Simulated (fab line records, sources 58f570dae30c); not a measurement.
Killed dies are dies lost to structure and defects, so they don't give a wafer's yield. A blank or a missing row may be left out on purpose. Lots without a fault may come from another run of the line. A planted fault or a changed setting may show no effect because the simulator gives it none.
Chamber matching | flow berkeley_cmos170 | UCB170_SPACER_ETCHBACK_03 on rie_diel-04: 4 sister chambers
The step etches SiO2 in CHF3/CF4/Ar, stops on Si, target depth 376 nm, time 100 s. 4 wafers are shown with their chamber, then 6 later ones without.

WAFERS WITH THEIR CHAMBER
wafer  | chamber | drypump_motor_current_A (A)
L838.6 | 3       | 5.7
L846.2 | 0       | 6.0
L846.3 | 1       | 6.5
L846.6 | 2       | 5.4

WAFERS WITHOUT THEIR CHAMBER
wafer  | drypump_motor_current_A (A)
L843.2 | 5.9
L843.3 | 6.5
L843.4 | 5.4
L847.2 | 6.5
L847.4 | 5.7
L847.5 | 6.5

WHICH CHAMBER EACH WENT THROUGH
wafer  | from the rows above | in truth
L843.2 | 0                   | 0
L843.3 | 1                   | 1
L843.4 | 2                   | 2
L847.2 | 1                   | 1
L847.4 | 3                   | 3
L847.5 | 1                   | 1
Placed correctly: 6 of 6. Can't be placed from these rows: 0. Placed wrongly: 0.
How it was worked out, from the rows above alone: a wafer's distance from a chamber is the root of the sum, over the readings, of the square of ((its reading less the chamber's mean) divided by the reading's scatter). The wafer belongs to the nearest chamber; if the next one is less than 2 further off, it can't be placed. A chamber's mean is the mean of its shown wafers. The scatter: with one shown wafer a chamber, the root of the mean of the squares of how far each hidden wafer lies from its nearest shown one.
